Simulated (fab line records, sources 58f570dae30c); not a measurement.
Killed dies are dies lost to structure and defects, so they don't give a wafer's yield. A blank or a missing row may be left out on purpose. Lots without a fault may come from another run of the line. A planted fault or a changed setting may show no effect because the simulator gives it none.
Problem report in the 8D (eight disciplines) form, filled by code | flow berkeley_cmos170 | the parts of the form that need people (team, actions taken, sign-off) are left out

1. THE PROBLEM
dose_ions_cm2 at UCB170_NWELL_IMPLANT_14 reads a mean of 1.0404e+13 on 6 wafers of 2 lots; wafers without a fault read 1.0001e+13 with a standard deviation of 1.1e+10. That is +37 standard deviations from the usual mean.
First seen on wafer L304.2, day 6 08:04, on implanter-02. The record holds 42 wafers of 14 lots with a number at this step. Rule for "out", or "out of limits": more than 4 standard deviations from the usual mean. The other wafers with a number count as sound.

2. WHAT IT IS AND WHAT IT IS NOT
question                    | is                     | is not
which readings at this step | dose_ions_cm2          | -
which lots                  | L304, L305             | L284, L285, L286, L289, L291, L292, L293, L294, L296, L300, L303, L307
which wafers of those lots  | all that have a number | -
read on which tools         | implanter-02           | implanter-01, implanter-04
when                        | from day 6 08:04       | up to then (30 sound wafers); but 6 sound wafers of L303, L307 came after

3. SUSPECTS, AND WHAT RULES EACH OUT
Counting: a tool at a process step up to the reading stays a suspect if it ran every lot that is out and no sound lot after the first of them.
- implanter-02 at UCB170_NWELL_IMPLANT_14: kept. It ran every lot that is out, first L304 (day 6 08:04), and no sound lot after that; its last sound lot up to then is L294 (day 4 23:08). Its own readings are out on those wafers: dose_ions_cm2.
Left after counting: implanter-02 at UCB170_NWELL_IMPLANT_14.

4. THE CAUSE (what the simulator had put in)
Process parameter drift: implanter-02, from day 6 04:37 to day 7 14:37, at UCB170_NWELL_IMPLANT_14. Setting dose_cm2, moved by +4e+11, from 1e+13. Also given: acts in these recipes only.
Counting left only this tool.

5. THE CHAIN OF EFFECTS, in route order
Each row: a reading whose mean over the struck wafers that have a number lies more than 3 standard deviations from the usual. Only readings for which the record gives a usual standard deviation are gone through. hours: the time from each lot's start at the first step in this table that gives one to its start at this step, as a median over the lots. sigmas: the change in usual standard deviations.
hours | step                    | reading       | usual      | on struck wafers | change      | sigmas
0     | UCB170_NWELL_IMPLANT_14 | dose_ions_cm2 | 1.0001e+13 | 1.0404e+13       | +4.0350e+11 | +37
The process steps in it:
- UCB170_NWELL_IMPLANT_14
Later measuring or inspecting steps at which every struck wafer that the step has a row for has a number for every such reading, and none has moved that far: UCB170_PFIELD_OVL_MEAS_06, UCB170_M2_CD_MEAS_15.

6. WHAT WOULD HAVE CAUGHT IT SOONER
In this record the first reading out of limits was taken at day 6 08:04, 3 hours after the fault began at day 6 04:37.
